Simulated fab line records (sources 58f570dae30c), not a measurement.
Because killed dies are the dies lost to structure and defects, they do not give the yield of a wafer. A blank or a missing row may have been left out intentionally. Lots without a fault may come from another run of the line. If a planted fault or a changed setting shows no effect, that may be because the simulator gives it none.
Problem report in the 8D (eight disciplines) form, filled by code	flow berkeley-cmos170	the parts of the form that need people (team, actions taken, sign-off) are left out

1. PROBLEM STATEMENT
V2_TEOS_THK at UCB170_V2_THK_MEAS_01 reads a mean of 3711 nm on 6 wafers of 2 lots; wafers without a fault read 2001 nm with a standard deviation of 23. Measured from the usual mean, that is +74 standard deviations.
Earliest sighting: wafer L709.1 on film-metro-02 at day 10 13:04. Wafers with a number at this step in the record: 42, from 14 lots. The rule behind "out" and "out of limits": a value lying over 4 standard deviations away from the usual mean. The rest of the wafers with a number are treated as sound.

2. WHAT IT IS, WHAT IT ISN'T
question	is	is not
which readings at this step	V2_TEOS_THK	-
which lots	L709, L713	L698, L699, L700, L701, L702, L703, L704, L705, L706, L708, L717, L718
which wafers of those lots	all that have a number	-
read on which gauges	film-metro-02	film-metro-03, film-metro-04
when	from day 10 13:04	up to then (30 sound wafers); but 6 sound wafers of L717, L718 came after

3. WHAT RULES OUT EACH SUSPECT
Counting: a tool at any process step up to the reading remains a suspect when it ran all the lots that are out and ran no sound lot after the first of those.
- the gauge at UCB170_V2_THK_MEAS_01: kept. All the wafers that are out were read on film-metro-02, and no step on other tools shows them out.
- pecvd-04 at UCB170_V2_CVD_00 (deposits SiO2 from TEOS/O2, target thk 2000 nm, time 250 s): kept. It processed each lot that is out, first L709 at day 10 12:54, and no sound lot thereafter; up to then, the last sound lot it processed was L706 at day 9 19:53.
Left after counting: pecvd-04 at UCB170_V2_CVD_00, film-metro-02 at UCB170_V2_THK_MEAS_01.

4. THE CAUSE (what the simulator had put in)
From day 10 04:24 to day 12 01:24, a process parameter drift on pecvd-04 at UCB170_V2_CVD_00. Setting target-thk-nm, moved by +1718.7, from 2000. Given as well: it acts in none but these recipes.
Counting left 2 suspects, and this tool is among them.

5. SEQUENCE OF EFFECTS, ordered by route
Each row: a reading whose mean over the struck wafers that have a number lies more than 3 standard deviations from the usual. Only readings whose record carries a usual standard deviation are examined. hours: median over the lots of the time between each lot's start at the first step of this table that gives one and its start at this step. sigmas: the change, counted in usual standard deviations.
hours	step	reading	usual	on struck wafers	change	sigmas
0	UCB170_V2_THK_MEAS_01	V2_TEOS_THK	2001 nm	3711	+1710	+74

6. WHAT WOULD HAVE CAUGHT IT SOONER
The first out-of-limits reading at a measuring or inspecting step in this record came at day 10 13:04, 9 hours after the fault's start at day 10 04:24.
No tool reading at UCB170_V2_CVD_00 that has a usual standard deviation in the record was out on any struck wafer, so an alarm limit of 4 standard deviations on those readings would not have fired.
Of the lots that are out (2), L713 began UCB170_V2_CVD_00 on pecvd-04 after day 10 13:04. A hold on the tool at that time would have spared it.
